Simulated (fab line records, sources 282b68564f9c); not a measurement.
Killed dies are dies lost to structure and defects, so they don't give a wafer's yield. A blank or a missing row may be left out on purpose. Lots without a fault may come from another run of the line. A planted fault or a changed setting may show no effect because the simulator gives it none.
Which tool did it? | flow rit_cmos | 15 lots, 45 wafers sampled, at 2 steps of a route of 202

WHAT THE GAUGES READ, wafer by wafer
RIT_FOX2_THK_MEAS_91.
lot  | measured    | on            | FIELD_OXIDE_LEFT_2_THK (nm)
L987 | day 2 08:32 | film_metro-03 | 245 249 250
L988 | day 2 12:33 | film_metro-04 | 254 255 255
L989 | day 2 17:37 | film_metro-04 | 249 251 246
L992 | day 3 09:11 | film_metro-02 | 246 248 241
L994 | day 3 20:20 | film_metro-02 | 249 249 252
L995 | day 4 01:38 | film_metro-02 | 247 248 247
L996 | day 4 06:51 | film_metro-02 | 248 243 241
L998 | day 4 15:31 | film_metro-02 | 246 254 239
L101 | day 5 12:39 | film_metro-04 | 259 262 256
L104 | day 5 23:22 | film_metro-03 | 259 256 253
L105 | day 6 06:13 | film_metro-02 | 237 236 239
L107 | day 6 14:07 | film_metro-02 | 254 254 254
L108 | day 6 19:17 | film_metro-02 | 258 259 253
L109 | day 6 23:26 | film_metro-04 | 238 245 240
L110 | day 7 03:25 | film_metro-04 | 253 250 255

WHICH TOOL RAN EACH LOT (tool, then ch and the chambers of the sampled wafers, then the start)
lot  | RIT_PRETRO_STRIP_09
L987 | plasma_asher-02 ch 0,1, day 2 07:52
L988 | plasma_asher-04 ch 0,1, day 2 11:52
L989 | plasma_asher-02 ch 0,1, day 2 16:56
L992 | plasma_asher-03 ch 0,1, day 3 08:32
L994 | plasma_asher-02 ch 0,1, day 3 19:40
L995 | plasma_asher-03 ch 0,1, day 4 01:01
L996 | plasma_asher-04 ch 0,1, day 4 06:08
L998 | plasma_asher-04 ch 1, day 4 14:52
L101 | plasma_asher-02 ch 0,1, day 5 11:59
L104 | plasma_asher-03 ch 0, day 5 22:43
L105 | plasma_asher-02 ch 0,1, day 6 05:34
L107 | plasma_asher-03 ch 0,1, day 6 13:27
L108 | plasma_asher-02 ch 0,1, day 6 18:38
L109 | plasma_asher-04 ch 0,1, day 6 22:48
L110 | plasma_asher-04 ch 0,1, day 7 02:32
- RIT_PRETRO_STRIP_09: strips in O2, time 180 s.

WHAT THE TOOLS THEMSELVES READ (means of the sampled wafers that have a number; where no wafer has one, the mark that the record gives instead)
RIT_PRETRO_STRIP_09.
lot  | tool            | drypump_motor_current_A (A)
L987 | plasma_asher-02 | 5.4
L988 | plasma_asher-04 | 6.0
L989 | plasma_asher-02 | 5.4
L992 | plasma_asher-03 | 5.5
L994 | plasma_asher-02 | 5.8
L995 | plasma_asher-03 | 5.5
L996 | plasma_asher-04 | 6.1
L998 | plasma_asher-04 | 6.3
L101 | plasma_asher-02 | 5.4
L104 | plasma_asher-03 | 5.1
L105 | plasma_asher-02 | 5.8
L107 | plasma_asher-03 | 5.8
L108 | plasma_asher-02 | 5.4
L109 | plasma_asher-04 | 6.2
L110 | plasma_asher-04 | 6.0

THE ANSWER, worked out from the rows above alone
Rule: what is usual is taken from the lots themselves. Put in order of their means at a reading, lots are off if they are a third of the lots or fewer, leave a main group of 4 or more, and stand apart from it by a gap of 3 or more times the standard deviation of the main group's means; of several such gaps the widest counts. A main group whose means are all the same, to the digits that the tables above print for the reading, isn't used. A lot without any number at a reading at which 4 lots or more have one is off too. The other lots that the step has rows for count as sound. The gauges are gone through in route order, then the tools' own readings, and for those a lot's mean is taken as printed above. The first step at which some lot is off is used, and at that step the reading that is off furthest; a lot without a number counts as furthest.
No lot is off at any reading shown: from this, nothing can be told.

WHAT THE SIMULATOR HAD PUT IN
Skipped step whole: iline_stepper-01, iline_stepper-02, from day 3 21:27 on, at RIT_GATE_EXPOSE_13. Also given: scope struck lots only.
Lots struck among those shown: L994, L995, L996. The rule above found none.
